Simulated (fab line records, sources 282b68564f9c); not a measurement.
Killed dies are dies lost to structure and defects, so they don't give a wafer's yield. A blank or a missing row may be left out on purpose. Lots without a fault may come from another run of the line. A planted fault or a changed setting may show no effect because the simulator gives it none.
Which tool did it? | flow rit_cmos | 15 lots, 45 wafers sampled, at 2 steps of a route of 202

WHAT THE GAUGES READ, wafer by wafer
RIT_CONTACT_THK_MEAS_01. Usual: CONTACT_TEOS_THK 382 nm, standard deviation 5.2.
lot  | measured    | on            | CONTACT_TEOS_THK (nm) | flag
L351 | day 3 12:20 | film_metro-01 | 373 385 386           |
L352 | day 3 14:24 | film_metro-04 | 377 389 384           |
L353 | day 4 01:52 | film_metro-02 | 382 388 383           |
L354 | day 4 07:52 | film_metro-02 | 373 377 372           |
L356 | day 4 15:07 | film_metro-01 | 380 380 386           |
L355 | day 4 15:22 | film_metro-02 | 371 376 379           |
L357 | day 4 22:52 | film_metro-02 | 375 379 386           |
L361 | day 5 20:23 | film_metro-04 | 379 383 382           |
L362 | day 5 22:26 | film_metro-04 | 368 376 380           |
L363 | day 6 02:01 | film_metro-04 | 764 757 751           | OFF
L364 | day 6 06:08 | film_metro-01 | 385 384 393           |
L367 | day 6 21:49 | film_metro-02 | 385 390 385           |
L369 | day 7 08:08 | film_metro-04 | 739 775 757           | OFF
L370 | day 7 16:21 | film_metro-04 | 763 771 784           | OFF
L373 | day 8 14:29 | film_metro-04 | 381 379 390           |

WHICH TOOL RAN EACH LOT (tool, then ch and the chambers of the sampled wafers, then the start)
lot  | RIT_CONTACT_CVD_00
L351 | pecvd-03 ch 0,1,2, day 3 12:16
L352 | pecvd-02 ch 0,2, day 3 14:20
L353 | pecvd-04 ch 0,1, day 4 01:48
L354 | pecvd-03 ch 0,1,2, day 4 07:48
L356 | pecvd-02 ch 0,1, day 4 15:04
L355 | pecvd-04 ch 1,2, day 4 15:18
L357 | pecvd-03 ch 0,1,2, day 4 22:48
L361 | pecvd-02 ch 0,1, day 5 20:19
L362 | pecvd-04 ch 1,2, day 5 22:22
L363 | pecvd-03 ch 0,1,2, day 6 01:44
L364 | pecvd-02 ch 0,1, day 6 06:05
L367 | pecvd-02 ch 1,2, day 6 21:45
L369 | pecvd-03 ch 0,2, day 7 07:50
L370 | pecvd-02 ch 0,1, day 7 16:05
L373 | pecvd-02 ch 0,2, day 8 14:26
- RIT_CONTACT_CVD_00: deposits SiO2 from TEOS, target thk 400 nm, time 58.18 s.

WHAT THE TOOLS THEMSELVES READ (means of the sampled wafers that have a number; where no wafer has one, the mark that the record gives instead)
RIT_CONTACT_CVD_00. Usual: heater_power_w 313 W, standard deviation 54.
lot  | tool     | heater_power_w (W) | flag
L351 | pecvd-03 | 374                |
L352 | pecvd-02 | 318                |
L353 | pecvd-04 | 327                |
L354 | pecvd-03 | 365                |
L356 | pecvd-02 | 275                |
L355 | pecvd-04 | 297                |
L357 | pecvd-03 | 364                |
L361 | pecvd-02 | 304                |
L362 | pecvd-04 | 266                |
L363 | pecvd-03 | 340                |
L364 | pecvd-02 | 303                |
L367 | pecvd-02 | 286                |
L369 | pecvd-03 | 379                |
L370 | pecvd-02 | 271                |
L373 | pecvd-02 | 294                |

THE ANSWER, worked out from the rows above alone
Rule: a lot is off if the mean of its wafers that have a number lies more than 3 standard deviations from the usual mean. A lot without any number at a reading at which 4 lots or more have one is off too. The other lots that the step has rows for count as sound. The gauges are gone through in route order, then the tools' own readings, and for those a lot's mean is taken as printed above. The first step at which some lot is off is used, and at that step the reading that is off furthest; a lot without a number counts as furthest.
Off: L363, L369, L370, at RIT_CONTACT_THK_MEAS_01 (CONTACT_TEOS_THK).
A tool fits if, at a process step before that reading, it ran every lot that is off, and no sound lot after the first of them. The gauges at RIT_CONTACT_THK_MEAS_01 are tried like those tools. None of those tried fits.

WHAT THE SIMULATOR HAD PUT IN
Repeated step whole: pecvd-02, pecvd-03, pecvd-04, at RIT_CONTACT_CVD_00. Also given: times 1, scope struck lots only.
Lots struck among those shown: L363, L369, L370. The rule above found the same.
